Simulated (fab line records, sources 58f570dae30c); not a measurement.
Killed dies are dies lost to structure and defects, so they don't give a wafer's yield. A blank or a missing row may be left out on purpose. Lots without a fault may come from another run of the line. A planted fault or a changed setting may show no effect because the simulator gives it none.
A struck lot beside a sound one | flow berkeley_cmos170 | 16 steps out of a route of 331
Sound: wafers L405.1, L405.2, L405.3. Struck: wafers L396.2, L396.3, L396.5. The cause comes at the end.
At each step with rows: each side's tool, then ch and its chambers, then its first start. Under that, the readings that differ: sound wafers | struck wafers | difference of the means | sigmas: that difference in standard deviations of wafers without a fault.
alike: readings whose means differ by less than 2 such deviations, and words and numbers that are the same on both sides. not compared: withheld readings, readings that some wafer has no value for, bounds like >300 that may hide the same value, and numbers for which the record gives no deviation and whose values overlap.
The two part at a step that has a row with sigmas, a row that says differs or no value, or rows on one side only. Numbers that don't overlap but have no deviation are shown without sigmas and don't part them. A reading that every wafer of one side lacks parts them only if that side has two wafers or more.

UCB170_PWELL_THK_MEAS_03:
  sound on film_metro-04, day 6 06:48; struck on film_metro-01, day 4 12:59
  reading              | sound          | struck         | difference | sigmas
  PWELL_OXIDE_THK (nm) | 25.7 25.5 25.8 | 27.1 27.0 27.1 | +1.4       | +3
then, 2 steps without rows for these wafers: UCB170_PWELL_ANNEAL_04 (time 900 s); UCB170_PWELL_CVD_05 (deposits Si3N4 from SiH2Cl2/NH3, target thk 220 nm, time 3300 s).
UCB170_PWELL_THK_MEAS_06:
  sound on film_metro-03, day 6 18:32; struck on film_metro-01, day 4 21:20
  alike: PWELL_NITRIDE_THK
then, 6 steps without rows for these wafers: UCB170_PWELL_HMDS_07 (prime time 60 s); UCB170_PWELL_COAT_08 (resist thk 900 nm); UCB170_PWELL_SOFTBAKE_09 (time 60 s); UCB170_PWELL_EXPOSE_10 (exposes mask PWELL, target cd 3000 nm); UCB170_PWELL_PEB_11; UCB170_PWELL_DEVELOP_12 (develop time 45 s).
UCB170_PWELL_OVL_MEAS_13:
  sound on overlay-01, day 6 19:34; struck on overlay-01, day 4 23:26
  alike: PWELL_OVL
UCB170_PWELL_ETCH_14: etches Si3N4 in CH3F/Ar/O2, stops on SiO2, target depth 242 nm, time 151 s.
  sound on rie_diel-03 ch 0,2,3, day 6 19:36; struck on rie_diel-03 ch 1,2, day 4 23:28
  alike: drypump_motor_current_A, oes_product_au, throttle_valve_pct
  not compared: rf_hours_counter_h
UCB170_PWELL_IMPLANT_15:
  sound on implanter-02 ch 0, day 6 19:42; struck on implanter-04 ch 0, day 4 23:55
UCB170_PWELL_STRIP_16: strips in O2.
  sound on plasma_asher-01 ch 0,1, day 6 19:51; struck on plasma_asher-03 ch 0,1, day 5 00:13
  alike: drypump_motor_current_A, oes_product_au, strip_time_to_endpoint_s
  not compared: rf_hours_counter_h
UCB170_PWELL_TW_MEAS_17:
  sound on film_metro-04, day 6 19:57; struck on film_metro-03, day 5 00:19
  reading  | sound             | struck            | difference | sigmas
  PWELL_TW | 377.8 380.5 378.4 | 467.8 467.4 468.8 | +89.1      | +52
then, 1 step without rows for these wafers: UCB170_PWELL_CLEAN_18 (cleans in SPM, time 600 s).

WHERE THEY PART
First at UCB170_PWELL_THK_MEAS_03; last, within this record, at UCB170_PWELL_TW_MEAS_17.

WHY: what the simulator had put in
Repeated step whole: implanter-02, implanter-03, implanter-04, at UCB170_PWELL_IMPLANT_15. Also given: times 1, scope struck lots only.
